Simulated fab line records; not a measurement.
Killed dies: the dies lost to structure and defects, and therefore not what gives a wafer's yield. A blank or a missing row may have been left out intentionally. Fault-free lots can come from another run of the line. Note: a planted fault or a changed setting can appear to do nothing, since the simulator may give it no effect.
8D (eight disciplines) problem report, filled in by code ; flow berkeley-cmos170 ; the parts of the form that need people (team, actions taken, sign-off) are left out

## 1. WHAT WENT WRONG
WELLDRIVE_OXIDE_THK at UCB170_WELLDRIVE_THK_MEAS_02 reads a mean of 175 nm on 9 wafers of 3 lots; wafers without a fault read 198 nm with a standard deviation of 3.6. That is -6.3 standard deviations from the usual mean.
Seen first at day 7 11:02 on film-metro-04, wafer L569.2. At this step, 45 wafers from 15 lots have a number in the record. The rule behind "out" and "out of limits": a value lying over 4 standard deviations away from the usual mean. The other wafers with a number count as sound.

## 2. WHAT IT IS; WHAT IT IS NOT
question;is;is not
which readings at this step;WELLDRIVE_OXIDE_THK;-
which lots;L569, L570, L572;L553, L554, L555, L558, L559, L560, L562, L563, L565, L566, L567, L576
which wafers of those lots;all that have a number;-
read on which gauges;film-metro-02, film-metro-04;film-metro-01
when;from day 7 11:02;"up to then (33 sound wafers); but 3 sound wafers of L576 came after"

## 3. THE SUSPECTS, EACH WITH WHAT RULES IT OUT
Counting: any tool at a process step up to the reading is kept as a suspect provided that every lot that is out went through it and no sound lot did after the first of them.
- the gauge at UCB170_WELLDRIVE_THK_MEAS_02 is ruled out. Those wafers that are out were read across 2 gauges (film-metro-02, film-metro-04).
- furnace-04 at UCB170_WELLDRIVE_OXIDATION_01 (target thk 199 nm, ox time 9000 s): kept. All lots that are out passed through it, beginning with L569 at day 7 07:32, and no sound lot followed; its final sound lot before that point was L565 at day 6 06:33. Its own readings are out on those wafers: spike-tc-centre-C, spike-tc-load-C, spike-tc-source-C.
After counting, what remains is furnace-04 at UCB170_WELLDRIVE_OXIDATION_01.

## 4. THE CAUSE (what the simulator had put in)
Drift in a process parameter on furnace-04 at UCB170_WELLDRIVE_OXIDATION_01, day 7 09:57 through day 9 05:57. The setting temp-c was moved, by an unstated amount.
Only this tool survived the counting.

## 5. SEQUENCE OF EFFECTS, ordered by route
Each row: a reading whose mean over the struck wafers that have a number lies more than 3 standard deviations from the usual. Only readings for which the record gives a usual standard deviation are gone through. hours: the time from each lot's start at the first step in this table that gives one to its start at this step, as a median over the lots. sigmas: the change in usual standard deviations.
hours;step;reading;usual;on struck wafers;change;sigmas
0;UCB170_WELLDRIVE_OXIDATION_01;spike-tc-centre-C;1102.9 C;1087.8;-15.1;-9.4
0;UCB170_WELLDRIVE_OXIDATION_01;spike-tc-load-C;1126.9 C;1110.3;-16.6;-13
0;UCB170_WELLDRIVE_OXIDATION_01;spike-tc-source-C;1124.7 C;1108.8;-15.9;-11
4;UCB170_WELLDRIVE_THK_MEAS_02;WELLDRIVE_OXIDE_THK;198 nm;175;-23;-6.3
It contains these process steps:
- UCB170_WELLDRIVE_OXIDATION_01: target thk 199 nm, ox time 9000 s.

## 6. HOW IT WOULD HAVE BEEN CAUGHT EARLIER
In this record the first reading out of limits at a measuring or inspecting step was taken at day 7 11:02, 1 hour after the fault began at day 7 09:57.
At UCB170_WELLDRIVE_OXIDATION_01, the tool's own readings (spike-tc-centre-C, spike-tc-load-C, spike-tc-source-C) were out on each struck wafer the step has a row for, so an alarm limit on them would have fired on the first such wafer.
Among the 3 lots that are out, L570, L572 began UCB170_WELLDRIVE_OXIDATION_01 on furnace-04 after day 7 11:02. A hold on the tool at that time would have spared those 2.
